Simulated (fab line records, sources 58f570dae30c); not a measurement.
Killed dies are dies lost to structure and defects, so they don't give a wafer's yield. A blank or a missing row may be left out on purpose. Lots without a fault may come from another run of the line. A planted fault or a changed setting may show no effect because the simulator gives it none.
fab line records | flow berkeley_cmos170
record lots=5 wafers=15 last_day=11
route steps=331 shown PFIELD@79 FIELD@89 SACOX@97 SCREENOX@100 NVT@104
lots that met no fault: from a run of the same line without faults
start_h: hours from the record's first day to the start of the lot's first wafer shown | wait_h: hours since the lot's step before | " the same as in the row above | L1.1+2: a row that stands for several wafers | - no value, or no start given | * or withheld: withheld | < > ~ a bound
route shown NAME@n: a module of which the file shows steps, and the number in the route of the first | usual: mean/standard deviation of fault-free wafers | same: alike in all rows | chamber/n: place in a boat | sites: the reading at each site | _std_site: their standard deviation | _edge_site: outer sites' mean less inner sites' | radius_mm: how far each site lies from the wafer's centre | mask NAME#n: copy n | behind: the tool/chamber that last shaped the wafer | hold: why the lot was held/for how many hours/how that ended | device: the transistor (n, p or np) that didn't switch | end of line: the same wafers' tests at the end of the route | a step without rows: its recipe alone | killed: dies lost to structure and defects at the first sort, not the wafer's yield | map: a wafer's dies, x killed, . not, _ none there
set.NAME: the setting as run; set.NAME@STEP: as run at that earlier step | model.NAME: the simulator's own value behind a step, which no gauge read
lots at some steps of the route; a table a step, a row a wafer
services: from which hour (start_h, from the record's first day; less than 0 if before it) a tool's chamber was out of use, for how many hours, and why
## steps
# step UCB170_PFIELD_HMDS_00
# recipe prime_time_s=60 prime_temp_c=100
# columns lot.wafer tool chamber start_h wait_h
L075.1+2+5 litho_track-02 0 97.95 0.5
L077.3+5+6 litho_track-04 0 118.27 0.1
L083.1+4+5 litho_track-02 0 134.72 0.0
L084.1+4+5 litho_track-01 0 153.35 0.3
L086.1+2+5 litho_track-02 0 159.99 0.4
# step UCB170_PFIELD_COAT_01
# recipe resist=KrF spin_rpm=1500 resist_thk_nm=900
# columns lot.wafer tool chamber start_h wait_h
L075.1+2+5 litho_track-02 0 98.10 0.1
L077.3+5+6 litho_track-04 0 118.42 0.1
L083.1+4+5 litho_track-02 0 134.87 0.1
L084.1+4+5 litho_track-01 0 153.50 0.1
L086.1+2+5 litho_track-02 0 160.14 0.1
# step UCB170_PFIELD_SOFTBAKE_02
# recipe resist=KrF temp_c=130 time_s=60
# usual plate_temp_C=129.99/0.12
# columns lot.wafer tool chamber start_h wait_h plate_temp_C
L075.1 litho_track-02 0 98.25 0.1 129.70
L075.2 " 0 " " 129.77
L075.5 " 0 " " 129.87
L077.3 litho_track-04 0 118.57 0.1 130.04
L077.5 " 0 " " 130.05
L077.6 " 0 " " 130.03
L083.1 litho_track-02 0 135.02 0.1 129.89
L083.4 " 0 " " 130.07
L083.5 " 0 " " 130.06
L084.1 litho_track-01 0 153.65 0.1 129.97
L084.4 " 0 " " 129.83
L084.5 " 0 " " 129.88
L086.1 litho_track-02 0 160.29 0.1 130.14
L086.2 " 0 " " 129.88
L086.5 " 0 " " 129.92
# step UCB170_PFIELD_EXPOSE_03
# recipe mask_id=PFIELD na=0.5 sigma_outer=0.6 source_shape=conventional target_cd_nm=1500 dose_mj=30
# columns lot.wafer tool chamber start_h wait_h mask
L075.1+2+5 krf_scanner-02 0 98.40 0.1 PFIELD#0
L077.3+5+6 krf_scanner-02 0 - - PFIELD#0
L083.1+4+5 krf_scanner-01 0 135.30 0.2 PFIELD#0
L084.1+4+5 krf_scanner-01 0 153.96 0.3 PFIELD#0
L086.1+2+5 krf_scanner-02 0 160.56 0.2 PFIELD#0
# step UCB170_PFIELD_PEB_04
# recipe peb_temp_c=130 peb_time_s=withheld resist=KrF
# usual plate_temp_C=130.00/0.13
# columns lot.wafer tool chamber start_h wait_h plate_temp_C
L075.1 litho_track-01 0 98.68 0.3 129.89
L075.2 " 0 " " 129.90
L075.5 " 0 " " 129.99
L077.3 litho_track-02 0 - - 129.88
L077.5 " 0 " " 129.66
L077.6 " 0 " " 130.06
L083.1 litho_track-01 0 135.89 0.6 129.84
L083.4 " 0 " " 130.01
L083.5 " 0 " " 129.85
L084.1 litho_track-04 0 154.42 0.4 130.06
L084.4 " 0 " " 130.07
L084.5 " 0 " " 129.97
L086.1 litho_track-04 0 161.12 0.5 130.10
L086.2 " 0 " " 129.95
L086.5 " 0 " " 129.87
# step UCB170_PFIELD_DEVELOP_05
# recipe developer=TMAH develop_time_s=45 resist=KrF dev_temp_c=21
# columns lot.wafer tool chamber start_h wait_h
L075.1+2+5 litho_track-01 0 - -
L077.3+5+6 litho_track-02 0 - -
L083.1+4+5 litho_track-01 0 - -
L084.1+4+5 litho_track-04 0 - -
L086.1+2+5 litho_track-04 0 - -
# step UCB170_PFIELD_OVL_MEAS_06
# usual PFIELD_OVL=-3/4.5
# columns lot.wafer tool chamber start_h wait_h PFIELD_OVL[nm]
L075.1 overlay-02 - 98.95 - -10
L075.2 " - " " -6
L075.5 " - " " -9
L077.3 overlay-01 - 120.23 - -4
L077.5 " - " " 4
L077.6 " - " " -2
L083.1 overlay-01 - 136.17 - 7
L083.4 " - " " -10
L083.5 " - " " -1
L084.1 overlay-01 - 154.70 - -3
L084.4 " - " " -13
L084.5 " - " " -9
L086.1 overlay-01 - 161.42 - -8
L086.2 " - " " -8
L086.5 " - " " -3
# step UCB170_PFIELD_IMPLANT_07
# recipe species=B dose_cm2=2e+13 energy_kev=80 tilt_deg=7
# usual beam_energy_keV=80.001/0.028
# columns lot.wafer tool chamber start_h wait_h beam_energy_keV
L075.1 implanter-01 0 98.99 0.0 79.986
L075.2 " 0 " " 80.000
L075.5 " 0 " " 79.996
L077.3 implanter-01 0 120.30 0.1 79.981
L077.5 " 0 " " 80.050
L077.6 " 0 " " 80.010
L083.1 implanter-01 0 136.21 0.0 80.032
L083.4 " 0 " " 80.006
L083.5 " 0 " " 79.996
L084.1 implanter-01 0 154.73 0.0 80.014
L084.4 " 0 " " 80.027
L084.5 " 0 " " 80.007
L086.1 implanter-03 0 161.46 0.0 79.984
L086.2 " 0 " " 79.972
L086.5 " 0 " " 79.956
# step UCB170_PFIELD_STRIP_08
# recipe chemistry=O2 power_w=400 pressure_mtorr=3500 platen_temp_c=withheld o2_flow_sccm=400 overash_fraction=0.5
# usual drypump_motor_current_A=5.6/0.35 oes_product_au=0.735/0.0045 strip_time_to_endpoint_s=21.65/0.055
# columns lot.wafer tool chamber start_h wait_h drypump_motor_current_A oes_product_au rf_hours_counter_h strip_time_to_endpoint_s
L075.1 plasma_asher-02 1 99.14 0.1 5.4 0.733 28 21.57
L075.2 " 0 " " 5.5 0.731 28 21.61
L075.5 " 1 " " 5.4 0.725 - 21.64
L077.3 plasma_asher-02 0 120.44 0.1 5.5 0.739 - 21.72
L077.5 " 1 " " 5.4 0.737 - 21.71
L077.6 " 0 " " 5.5 0.737 - 21.68
L083.1 plasma_asher-02 1 136.36 0.1 5.5 0.738 33 21.62
L083.4 " 0 " " 5.5 0.741 - 21.51
L083.5 " 0 " " 5.5 0.727 - 21.63
L084.1 plasma_asher-04 0 154.88 0.1 6.0 0.738 44 21.71
L084.4 " 1 " " 5.1 0.735 - 21.73
L084.5 " 1 " " 5.1 0.730 - 21.74
L086.1 plasma_asher-04 0 161.61 0.1 6.0 0.737 45 21.69
L086.2 " 1 " " 5.1 0.727 45 21.61
L086.5 " 0 " " 6.0 0.728 - 21.69
# step UCB170_PFIELD_TW_MEAS_09
# usual PFIELD_TW=598/7.4
# columns lot.wafer tool chamber start_h wait_h PFIELD_TW
L075.1 film_metro-04 - 99.24 0.1 604
L075.2 " - " " 606
L075.5 " - " " 608
L077.3 film_metro-02 - 120.52 0.1 591
L077.5 " - " " 590
L077.6 " - " " 590
L083.1 film_metro-02 - 136.46 0.1 594
L083.4 " - " " 590
L083.5 " - " " 590
L084.1 film_metro-03 - 154.98 0.1 606
L084.4 " - " " 607
L084.5 " - " " 603
L086.1 film_metro-03 - 161.71 0.1 602
L086.2 " - " " 606
L086.5 " - " " 600
# step UCB170_FIELD_CLEAN_00
# recipe chemistry=dHF dilution=25:1 time_s=7.5
# columns lot.wafer tool chamber start_h wait_h
L075.1+2+5 wet_bench-04 3 99.30 0.1
L077.3+5+6 wet_bench-04 2 120.73 0.2
L083.1+4+5 wet_bench-04 3 136.52 0.1
L084.1+4+5 wet_bench-03 0 155.04 0.1
L086.1+2+5 wet_bench-01 3 161.97 0.3
# step UCB170_FIELD_OXIDATION_01
# recipe temp_c=1000 ambient=H2O p_h2o_torr=584.62 target_thk_a=5583 ox_time_s=7200
# usual ox_temp_c=1000.0/0.45 ox_temp_c_max=1006.3/1.1
# same ox_time_s=7200
# columns lot.wafer tool chamber start_h wait_h ox_temp_c ox_temp_c_max
L075.1 furnace-01 0 103.09 3.8 1000.4 1007.8
L075.2 " 0 " " 1000.2 1008.8
L075.5 " 0 " " 1000.2 1006.4
L077.3 furnace-02 0 122.38 1.6 999.3 1006.1
L077.5 " 0 " " 999.9 1007.8
L077.6 " 0 " " 999.9 1008.2
L083.1 furnace-04 0 140.83 4.3 999.9 1006.2
L083.4 " 0 " " 1000.0 1006.5
L083.5 " 0 " " 1000.2 1006.4
L084.1 furnace-01 0 158.88 3.8 999.8 1005.6
L084.4 " 0 " " 999.5 1006.1
L084.5 " 0 " " 1000.0 1007.3
L086.1 furnace-01 0 167.08 5.1 1000.2 1009.8
L086.2 " 0 " " 998.7 1008.2
L086.5 " 0 " " 999.1 1004.3
# step UCB170_FIELD_THK_MEAS_02
# recipe reads=SiO2_of_FIELD_OXIDATION_01
# usual FIELD_OXIDE_THK=552/11
# columns lot.wafer tool chamber start_h wait_h FIELD_OXIDE_THK[nm]
L075.1 film_metro-01 - 106.09 0.0 562
L075.2 " - " " 563
L075.5 " - " " 560
L077.3 film_metro-02 - 125.40 0.0 542
L077.5 " - " " 542
L077.6 " - " " 549
L083.1 film_metro-01 - 143.83 0.0 572
L083.4 " - " " 558
L083.5 " - " " 563
L084.1 film_metro-03 - 161.88 0.0 557
L084.4 " - " " 559
L084.5 " - " " 565
L086.1 film_metro-01 - 170.08 0.0 549
L086.2 " - " " 547
L086.5 " - " " 565
# step UCB170_FIELD_ANNEAL_03
# recipe temp_c=1000 time_s=1200 ambient=N2
# columns lot.wafer tool chamber start_h wait_h
L075.1+2+5 furnace-04 0 111.80 5.7
L077.3+5+6 furnace-01 0 129.38 4.0
L083.1+4+5 furnace-04 0 148.48 4.6
L084.1+4+5 furnace-02 0 166.72 4.8
L086.1+2+5 furnace-02 0 174.63 4.5
# step UCB170_FIELD_WET_ETCH_04
# recipe chemistry=dHF dilution=10:1 target=SiO2 temp_c=25 time_s=60
# columns lot.wafer tool chamber start_h wait_h
L075.1+2+5 wet_bench-01 2 113.13 0.0
L077.3+5+6 wet_bench-03 0 130.74 0.0
L083.1+4+5 wet_bench-03 2 149.81 0.0
L084.1+4+5 wet_bench-04 0 168.05 0.0
L086.1+2+5 wet_bench-04 0 175.97 0.0
# step UCB170_FIELD_WET_ETCH_05
# recipe chemistry=H3PO4 target=Si3N4 temp_c=160 time_s=12600
# columns lot.wafer tool chamber start_h wait_h
L075.1+2+5 wet_bench-03 1 113.15 0.0
L077.3+5+6 wet_bench-03 0 130.76 0.0
L083.1+4+5 wet_bench-03 3 149.84 0.0
L084.1+4+5 wet_bench-03 0 168.08 0.0
L086.1+2+5 wet_bench-03 0 175.99 0.0
# step UCB170_FIELD_WET_ETCH_06
# recipe chemistry=BOE dilution=5:1 target=SiO2 temp_c=25 time_s=22
# columns lot.wafer tool chamber start_h wait_h
L075.1+2+5 wet_bench-04 1 116.66 0.0
L077.3+5+6 wet_bench-04 0 134.27 0.0
L083.1+4+5 wet_bench-03 1 153.43 0.1
L084.1+4+5 wet_bench-03 1 171.59 0.0
L086.1+2+5 wet_bench-04 2 179.50 0.0
# step UCB170_FIELD_THK_MEAS_90
# recipe reads=SiO2_of_FIELD_OXIDATION_01
# usual FIELD_OXIDE_LEFT_1_THK=435/11
# columns lot.wafer tool chamber start_h wait_h FIELD_OXIDE_LEFT_1_THK[nm]
L075.1 film_metro-03 - 116.68 0.0 444
L075.2 " - " " 445
L075.5 " - " " 442
L077.3 film_metro-01 - 134.35 0.1 423
L077.5 " - " " 423
L077.6 " - " " 431
L083.1 film_metro-01 - 153.45 0.0 454
L083.4 " - " " 440
L083.5 " - " " 446
L084.1 film_metro-03 - 171.60 0.0 441
L084.4 " - " " 443
L084.5 " - " " 449
L086.1 film_metro-02 - 179.52 0.0 431
L086.2 " - " " 431
L086.5 " - " " 449
# step UCB170_SACOX_CLEAN_00
# recipe chemistry=dHF dilution=25:1 time_s=7.5
# columns lot.wafer tool chamber start_h wait_h
L075.1+2+5 wet_bench-04 0 116.74 0.1
L077.3+5+6 wet_bench-04 2 134.39 0.0
L083.1+4+5 wet_bench-04 1 153.56 0.1
L084.1+4+5 wet_bench-01 2 171.68 0.1
L086.1+2+5 wet_bench-02 3 179.58 0.1
# step UCB170_SACOX_OXIDATION_01
# recipe temp_c=900 ambient=O2 target_thk_a=144 ox_time_s=2400
# usual ox_temp_c=900.0/0.38 ox_temp_c_max=905.7/1.1
# same ox_time_s=2400
# columns lot.wafer tool chamber start_h wait_h ox_temp_c ox_temp_c_max
L075.1 furnace-02 0 119.05 2.3 900.5 906.4
L075.2 " 0 " " 900.7 905.8
L075.5 " 0 " " 900.4 906.9
L077.3 furnace-01 0 137.71 3.3 899.8 904.6
L077.5 " 0 " " 900.1 904.1
L077.6 " 0 " " 899.9 907.4
L083.1 furnace-02 0 157.55 4.0 900.8 905.9
L083.4 " 0 " " 900.7 908.5
L083.5 " 0 " " 899.8 905.4
L084.1 furnace-01 0 176.93 5.2 899.7 903.8
L084.4 " 0 " " 900.0 906.3
L084.5 " 0 " " 900.2 905.2
L086.1 furnace-02 0 184.87 5.3 899.4 906.3
L086.2 " 0 " " 899.0 904.1
L086.5 " 0 " " 900.3 906.1
# step UCB170_SACOX_THK_MEAS_02
# recipe reads=SiO2_of_SACOX_OXIDATION_01
# usual SACOX_OXIDE_THK=14.3/0.3
# columns lot.wafer tool chamber start_h wait_h SACOX_OXIDE_THK[nm]
L075.1 film_metro-02 - 120.72 0.0 14.3
L075.2 " - " " 14.0
L075.5 " - " " 14.0
L077.3 film_metro-04 - 139.43 0.1 14.3
L077.5 " - " " 14.1
L077.6 " - " " 14.2
L083.1 film_metro-02 - 159.26 0.0 14.4
L083.4 " - " " 14.6
L083.5 " - " " 14.5
L084.1 film_metro-02 - 178.59 0.0 14.5
L084.4 " - " " 14.4
L084.5 " - " " 14.5
L086.1 film_metro-04 - 186.53 0.0 14.8
L086.2 " - " " 14.7
L086.5 " - " " 14.8
# step UCB170_SCREENOX_WET_ETCH_00
# recipe chemistry=dHF dilution=25:1 target=SiO2 temp_c=25 time_s=200
# columns lot.wafer tool chamber start_h wait_h
L075.1+2+5 wet_bench-02 0 120.78 0.1
L077.3+5+6 wet_bench-03 3 139.52 0.1
L083.1+4+5 wet_bench-03 0 159.32 0.1
L084.1+4+5 wet_bench-04 3 178.65 0.1
L086.1+2+5 wet_bench-02 0 186.67 0.1
# step UCB170_SCREENOX_OXIDATION_01
# recipe temp_c=900 ambient=O2 target_thk_a=144 ox_time_s=2400
# usual ox_temp_c=899.9/0.4 ox_temp_c_max=905.7/1.1
# same ox_time_s=2400
# columns lot.wafer tool chamber start_h wait_h ox_temp_c ox_temp_c_max
L075.1 furnace-01 0 123.88 3.0 900.2 905.7
L075.2 " 0 " " 900.1 906.8
L075.5 " 0 " " 900.4 906.4
L077.3 furnace-01 0 144.21 4.6 899.6 905.8
L077.5 " 0 " " 900.0 905.3
L077.6 " 0 " " 900.5 905.7
L083.1 furnace-04 0 163.55 4.2 899.7 905.5
L083.4 " 0 " " 899.7 904.3
L083.5 " 0 " " 900.5 905.3
L084.1 furnace-01 0 184.09 5.4 899.2 904.4
L084.4 " 0 " " 899.2 904.9
L084.5 " 0 " " 899.2 905.6
L086.1 furnace-01 0 191.19 4.5 899.9 905.3
L086.2 " 0 " " 899.8 904.6
L086.5 " 0 " " 899.8 905.2
# step UCB170_SCREENOX_THK_MEAS_02
# recipe reads=SiO2_of_SCREENOX_OXIDATION_01
# usual SCREENOX_OXIDE_THK=14.29/0.26
# columns lot.wafer tool chamber start_h wait_h SCREENOX_OXIDE_THK[nm]
L075.1 film_metro-01 - 125.54 0.0 14.14
L075.2 " - " " 13.83
L075.5 " - " " 13.99
L077.3 film_metro-03 - 145.90 0.0 13.94
L077.5 " - " " 13.76
L077.6 " - " " 14.09
L083.1 film_metro-01 - 165.21 0.0 14.23
L083.4 " - " " 14.18
L083.5 " - " " 14.03
L084.1 film_metro-03 - 185.76 0.0 14.28
L084.4 " - " " 14.58
L084.5 " - " " 14.16
L086.1 film_metro-01 - 192.86 0.0 14.41
L086.2 " - " " 14.25
L086.5 " - " " 14.14
# step UCB170_SCREENOX_ANNEAL_03
# recipe temp_c=900 time_s=900 ambient=N2
# columns lot.wafer tool chamber start_h wait_h
L075.1+2+5 furnace-02 0 126.63 1.1
L077.3+5+6 furnace-02 0 150.20 4.3
L083.1+4+5 furnace-02 0 169.30 4.1
L084.1+4+5 furnace-02 0 190.38 4.6
L086.1+2+5 furnace-02 0 197.98 5.1
# step UCB170_NVT_HMDS_00
# recipe prime_time_s=60 prime_temp_c=100
# columns lot.wafer tool chamber start_h wait_h
L075.1+2+5 litho_track-01 0 128.75 0.9
L077.3+5+6 litho_track-03 0 151.72 0.3
L083.1+4+5 litho_track-02 0 170.74 0.2
L084.1+4+5 litho_track-03 0 191.63 0.0
L086.1+2+5 litho_track-02 0 199.23 0.0
## services
# columns tool chamber start_h hours kind
furnace-02 - 80.40 4.0 pm
krf_scanner-01 0 87.71 - calibration
furnace-01 - 88.48 3.3 pm
krf_scanner-02 - 106.40 1.3 pm
krf_scanner-01 - 107.96 1.0 pm
krf_scanner-02 - 120.38 1.0 repair
implanter-03 - 120.78 1.5 repair
krf_scanner-02 - 132.50 1.0 pm
krf_scanner-01 - 133.98 0.8 pm
krf_scanner-02 - 143.87 0.7 repair
furnace-04 - 146.03 2.4 repair
krf_scanner-02 - 157.02 0.8 pm
wet_bench-04 - 159.40 6.3 repair
krf_scanner-02 0 166.65 - calibration
plasma_asher-02 - 185.16 1.3 repair
## key
fault none
